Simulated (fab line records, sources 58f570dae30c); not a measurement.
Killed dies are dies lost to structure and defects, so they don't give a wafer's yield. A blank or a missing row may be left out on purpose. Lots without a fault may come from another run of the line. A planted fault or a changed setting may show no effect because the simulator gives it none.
fab line records | flow berkeley_cmos170
record lots=15 wafers=45 last_day=12
route steps=331 shown PFIELD@84 PVT@123 PSD@184 V1@255
lots that met no fault: from a run of the same line without faults
start_h: hours from the record's first day to the start of the lot's first wafer shown | wait_h: hours since the lot's step before | " the same as in the row above | L1.1+2: a row that stands for several wafers | - no value, or no start given | * or withheld: withheld | < > ~ a bound
route shown NAME@n: a module of which the file shows steps, and the number in the route of the first | usual: mean/standard deviation of fault-free wafers | same: alike in all rows | chamber/n: place in a boat | sites: the reading at each site | _std_site: their standard deviation | _edge_site: outer sites' mean less inner sites' | radius_mm: how far each site lies from the wafer's centre | mask NAME#n: copy n | behind: the tool/chamber that last shaped the wafer | hold: why the lot was held/for how many hours/how that ended | device: the transistor (n, p or np) that didn't switch | end of line: the same wafers' tests at the end of the route | a step without rows: its recipe alone | killed: dies lost to structure and defects at the first sort, not the wafer's yield | map: a wafer's dies, x killed, . not, _ none there
set.NAME: the setting as run; set.NAME@STEP: as run at that earlier step | model.NAME: the simulator's own value behind a step, which no gauge read
steps of the route over a sample of lots; a table a step, a row a wafer
services: from which hour (start_h, from the record's first day; less than 0 if before it) a tool's chamber was out of use, for how many hours, and why
## steps
# step UCB170_PFIELD_DEVELOP_05
# recipe developer=TMAH develop_time_s=45 resist=KrF dev_temp_c=21
# usual chill_plate_temp_C=22.98/0.094 develop_time_s=45/0 resist_line_temp_C=22.99/0.12
# columns lot.wafer tool chamber start_h wait_h chill_plate_temp_C develop_time_s resist_line_temp_C
L378.1 litho_track-01 0 88 - 22.94 45 23.11
L378.3 " 0 89 - 22.88 45 22.97
L378.6 " 0 " " 22.97 45 22.95
L380.1 litho_track-03 0 93 - 22.92 45 23.17
L380.4 " 0 " " 23.05 45 22.90
L380.6 " 0 " " 22.99 45 23.01
L383.2 litho_track-03 0 96 - 23.07 45 23.05
L383.3 " 0 " " 23.05 45 23.07
L383.5 " 0 " " 22.85 45 23.10
L382.2 litho_track-04 0 97 - 23.06 45 22.90
L382.5 " 0 " " 22.90 45 22.97
L382.6 " 0 " " 23.00 45 22.96
L381.2 litho_track-04 0 97 - 23.04 45 22.81
L381.4 " 0 " " 22.96 45 22.82
L381.5 " 0 " " 22.93 45 22.76
L384.1 litho_track-04 - 105 - - - -
L384.3 " - " " - - -
L384.6 " - " " - - -
L386.2 litho_track-03 - 120 - - - -
L386.5 " - 121 - - - -
L386.6 " - " " - - -
L385.2 litho_track-04 - 121 - - - -
L385.3 " - " " - - -
L385.4 " - " " - - -
L394.2 litho_track-04 0 159 - 23.00 45 23.09
L394.3 " 0 " " 22.79 45 23.04
L394.6 " 0 " " 23.08 45 23.04
L395.2 litho_track-03 0 165 - 22.97 45 22.86
L395.3 " 0 " " 22.91 45 22.82
L395.6 " 0 166 - 22.94 45 22.74
L397.4 litho_track-03 0 171 - 22.84 45 23.17
L397.5 " 0 " " 22.89 45 23.00
L397.6 " 0 " " 22.85 45 23.06
L396.1 litho_track-04 0 171 - 23.04 45 23.02
L396.5 " 0 " " 23.06 45 22.80
L396.6 " 0 " " 22.96 45 22.95
L398.2 litho_track-03 0 185 - 23.11 45 22.83
L398.3 " 0 " " 22.97 45 22.76
L398.6 " 0 " " 22.87 45 23.06
L399.3 litho_track-01 0 192 - 22.90 45 23.16
L399.5 " 0 " " 22.99 45 23.11
L399.6 " 0 " " 22.82 45 23.18
L401.2 litho_track-01 0 194 - 22.71 45 23.12
L401.3 " 0 " " 22.74 45 23.07
L401.4 " 0 " " 22.88 45 23.07
# step UCB170_PVT_STRIP_08
# recipe chemistry=O2 power_w=400 pressure_mtorr=3500 platen_temp_c=withheld o2_flow_sccm=400 overash_fraction=0.5
# usual chamber_pressure_mTorr=3500/3.1 drypump_motor_current_A=5.4/0.33 oes_product_au=0.735/0.0047 strip_time_to_endpoint_s=21.61/0.054
# columns lot.wafer tool chamber start_h wait_h chamber_pressure_mTorr drypump_motor_current_A oes_product_au rf_hours_counter_h strip_time_to_endpoint_s
L378.1 plasma_asher-03 0 122.07 0.1 3498 5.5 0.737 0 21.54
L378.3 " 0 " " 3492 5.5 0.731 - 21.49
L378.6 " 0 " " 3495 5.5 0.740 - 21.57
L383.2 plasma_asher-03 0 126.50 0.1 3500 5.5 0.735 1 21.54
L383.3 " 1 " " 3502 5.1 0.738 - 21.57
L383.5 " 1 " " 3500 5.1 0.732 - 21.57
L382.2 plasma_asher-01 1 126.51 0.1 3505 5.8 0.734 35 21.60
L382.5 " 0 " " 3503 5.0 0.736 - 21.60
L382.6 " 1 " " 3502 5.9 0.735 - 21.53
L380.1 plasma_asher-02 0 126.58 0.1 3504 5.4 0.736 44 21.66
L380.4 " 0 " " 3499 5.4 0.740 - 21.67
L380.6 " 1 " " 3505 5.8 0.735 - 21.75
L381.2 plasma_asher-03 0 126.77 0.1 3503 5.5 0.738 1 21.64
L381.4 " 1 " " 3501 5.1 0.735 - 21.67
L381.5 " 0 " " 3499 5.5 0.733 - 21.58
L384.1 plasma_asher-01 1 138.76 0.1 3499 5.9 0.735 37 21.70
L384.3 " 0 " " 3498 5.0 0.727 - 21.56
L384.6 " 0 " " 3505 5.0 0.725 - 21.59
L386.2 plasma_asher-01 0 152.93 0.1 3499 5.0 0.730 38 21.55
L386.5 " 1 " " 3501 5.9 0.734 - 21.51
L386.6 " 0 " " 3497 5.0 0.734 - 21.53
L385.2 plasma_asher-03 1 153.17 0.1 3500 5.1 0.737 4 21.60
L385.3 " 0 " " 3500 5.5 0.729 - 21.61
L385.4 " 1 " " 3497 5.1 0.735 - 21.61
L394.2 plasma_asher-02 0 192.19 0.1 3497 5.4 0.742 52 21.64
L394.3 " 0 " " 3497 5.4 0.731 - 21.63
L394.6 " 1 " " 3497 5.8 0.744 - 21.58
L395.2 plasma_asher-03 1 198.68 0.3 3505 5.1 0.732 9 21.63
L395.3 " 1 " " 3494 5.1 0.724 - 21.58
L395.6 " 1 " " 3495 5.1 0.732 - 21.67
L397.4 plasma_asher-02 0 204.48 0.1 3501 5.4 0.744 - 21.58
L397.5 " 1 " " 3498 5.8 0.733 - 21.62
L397.6 " 0 " " 3498 5.4 0.731 - 21.62
L396.1 plasma_asher-02 1 205.00 0.1 3502 5.8 0.730 53 21.69
L396.5 " 1 " " 3499 5.9 0.735 - 21.70
L396.6 " 0 " " 3499 5.4 0.742 - 21.69
L398.2 plasma_asher-03 1 218.97 0.1 3499 5.1 0.733 12 21.64
L398.3 " 1 " " 3499 5.1 0.735 - 21.68
L398.6 " 0 " " 3501 5.5 0.734 - 21.66
L399.3 plasma_asher-01 1 223.01 0.1 3503 5.9 0.729 - 21.56
L399.5 " 1 " " 3498 5.9 0.727 - 21.55
L399.6 " 0 " " 3501 5.0 0.732 - 21.64
L401.2 plasma_asher-02 1 223.28 0.1 3502 5.8 0.733 55 21.63
L401.3 " 0 " " 3505 5.4 0.724 - 21.65
L401.4 " 1 " " 3494 5.8 0.743 - 21.71
# step UCB170_PSD_STRIP_09
# recipe chemistry=O2 power_w=400 pressure_mtorr=3500 platen_temp_c=withheld o2_flow_sccm=400 overash_fraction=0.5
# usual chamber_pressure_mTorr=3499.9/2.9 drypump_motor_current_A=5.48/0.3 oes_product_au=0.600/0.0045 strip_time_to_endpoint_s=29.37/0.069
# columns lot.wafer tool chamber start_h wait_h chamber_pressure_mTorr drypump_motor_current_A oes_product_au rf_hours_counter_h strip_time_to_endpoint_s
L378.1 plasma_asher-02 1 142.91 0.1 3501.8 5.82 0.598 46 29.45
L378.3 " 1 " " 3500.2 5.81 0.596 - 29.39
L378.6 " 1 " " 3501.2 5.82 0.596 - 29.35
L383.2 plasma_asher-02 1 151.63 0.1 3500.5 5.80 0.601 47 29.30
L383.3 " 0 " " 3501.9 5.43 0.593 - 29.35
L383.5 " 1 " " 3494.9 5.85 0.603 - 29.28
L380.1 plasma_asher-03 1 151.65 0.1 3496.9 5.07 0.596 3 29.39
L380.4 " 0 " " 3503.1 5.50 0.592 - 29.37
L380.6 " 1 " " 3498.7 5.07 0.597 - 29.34
L382.2 plasma_asher-01 1 151.92 0.1 3497.6 5.84 0.597 38 29.48
L382.5 " 1 " " 3497.4 5.82 0.603 - 29.39
L382.6 " 0 " " 3500.4 5.00 0.602 - 29.45
L381.2 plasma_asher-02 1 152.12 0.1 3497.8 5.79 0.604 47 29.35
L381.4 " 0 " " 3499.6 5.43 0.599 - 29.33
L381.5 " 1 " " 3500.1 5.80 0.598 - 29.39
L384.1 plasma_asher-02 1 163.63 0.1 3507.4 5.80 0.599 48 29.36
L384.3 " 1 " " 3499.0 5.80 0.598 - 29.33
L384.6 " 1 " " 3493.4 5.81 0.606 - 29.47
L386.2 plasma_asher-01 1 176.91 0.1 3501.7 5.86 0.605 41 29.38
L386.5 " 0 " " 3499.1 5.06 0.597 - 29.44
L386.6 " 1 " " 3495.1 5.83 0.601 - 29.46
L385.2 plasma_asher-02 1 177.08 0.1 3504.6 5.81 0.600 50 29.41
L385.3 " 1 " " 3503.1 5.78 0.601 - 29.42
L385.4 " 0 " " 3497.5 5.42 0.594 - 29.42
L394.2 plasma_asher-02 0 216.12 0.1 3498.7 5.39 0.595 54 29.47
L394.3 " 1 " " 3498.6 5.83 0.595 - 29.45
L394.6 " 0 " " 3500.9 5.45 0.606 - 29.38
L395.2 plasma_asher-03 1 219.44 0.1 3497.5 5.09 0.604 12 29.38
L395.3 " 0 " " 3495.1 5.52 0.590 - 29.34
L395.6 " 0 " " 3494.8 5.53 0.593 - 29.42
L397.4 plasma_asher-02 0 224.55 0.1 3499.3 5.41 0.602 - 29.24
L397.5 " 0 " " 3497.9 5.42 0.599 - 29.26
L397.6 " 1 " " 3495.6 5.83 0.601 - 29.27
L396.1 plasma_asher-01 1 225.00 0.1 3499.8 5.87 0.602 45 29.39
L396.5 " 1 " " 3504.0 5.84 0.595 - 29.38
L396.6 " 0 " " 3497.4 5.04 0.605 - 29.43
L398.2 plasma_asher-01 1 240.83 0.1 3498.9 5.83 0.605 47 29.39
L398.3 " 1 " " 3498.3 5.88 0.602 - 29.40
L398.6 " 0 " " 3497.4 5.03 0.604 - 29.36
L399.3 plasma_asher-01 0 246.11 0.1 3495.1 5.05 0.603 - 29.27
L399.5 " 1 " " 3499.8 5.86 0.604 - 29.31
L399.6 " 0 " " 3499.8 5.04 0.603 - 29.31
L401.2 plasma_asher-02 0 246.36 0.1 3500.2 5.41 0.605 58 29.35
L401.3 " 0 " " 3498.3 5.44 0.605 - 29.37
L401.4 " 1 " " 3503.6 5.82 0.590 - 29.42
# step UCB170_V1_THK_MEAS_01
# recipe reads=SiO2_of_V1_CVD_00
# usual V1_TEOS_THK=1999/30
# columns lot.wafer tool chamber start_h wait_h V1_TEOS_THK[nm]
L378.1 film_metro-03 - 159.89 0.1 1969
L378.3 " - " " 1955
L378.6 " - " " 2026
L382.2 film_metro-03 - 168.83 0.1 1974
L382.5 " - " " 1985
L382.6 " - " " 2049
L383.2 film_metro-01 - 168.83 0.1 1980
L383.3 " - " " 1994
L383.5 " - " " 2017
L381.2 film_metro-01 - 168.89 0.1 1974
L381.4 " - " " 2000
L381.5 " - " " 2007
L380.1 film_metro-03 - 168.98 0.1 1993
L380.4 " - " " 2060
L380.6 " - " " 2060
L384.1 film_metro-04 - 181.41 0.1 1988
L384.3 " - " " 1964
L384.6 " - " " 2000
L385.2 film_metro-04 - 194.43 0.1 1963
L385.3 " - " " 1983
L385.4 " - " " 2025
L386.2 film_metro-01 - 194.43 0.1 2023
L386.5 " - " " 2038
L386.6 " - " " 2048
L394.2 film_metro-04 - 232.13 0.1 1942
L394.3 " - " " 1952
L394.6 " - " " 2014
L396.1 film_metro-01 - 237.05 0.1 1960
L396.5 " - " " 1964
L396.6 " - " " 1994
L395.2 film_metro-04 - 237.06 0.1 2023
L395.3 " - " " 1986
L395.6 " - " " 2034
L397.4 film_metro-03 - 237.08 0.0 2044
L397.5 " - " " 1998
L397.6 " - " " 1996
L398.2 film_metro-01 - 258.06 0.1 2020
L398.3 " - " " 1952
L398.6 " - " " 2026
L401.2 film_metro-01 - 264.87 0.1 2013
L401.3 " - " " 2038
L401.4 " - " " 2037
L399.3 film_metro-04 - 264.96 0.1 2015
L399.5 " - " " 2025
L399.6 " - " " 2008
## services
# columns tool chamber start_h hours kind
plasma_asher-03 - 108.75 9.0 pm
plasma_asher-03 0 108.75 9.0 vent_cycle
plasma_asher-03 1 108.75 9.0 vent_cycle
plasma_asher-03 0 117.75 - clean
plasma_asher-03 1 117.75 - clean
plasma_asher-03 - 127.54 3.8 repair
plasma_asher-03 - 131.06 4.1 repair
plasma_asher-01 - 193.04 16.4 repair
plasma_asher-02 - 195.37 3.9 repair
## key
first_sign step=UCB170_PFIELD_DEVELOP_05 reading=tool_record direction=missing
effect none on later readings
met_at UCB170_PFIELD_DEVELOP_05
struck_lots L384,L385,L386
sort_left_out L384.1,L384.3,L384.6,L385.2,L385.3,L385.4,L386.2,L386.5,L386.6
tester_left_out L384,L385,L386
not_acting_at UCB170_PVT_STRIP_08,UCB170_PSD_STRIP_09,UCB170_V1_THK_MEAS_01
onset_between 97 105
fault kind=skipped_step_whole tool=litho_track-03,litho_track-04 chamber=- onset_h=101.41 steps=UCB170_PFIELD_DEVELOP_05 scope=struck_lots_only
# tester_left_out: of these lots the tester's yield and bins aren't shown, on N5 and GAA mostly nor the transistor test; their killed dies are dies lost to structure and defects alone, not to doping, threshold or leakage, so they don't give the yield
# sort_left_out: the simulated sort isn't trusted on such a fault, so these wafers' sort isn't shown, and their yield isn't known
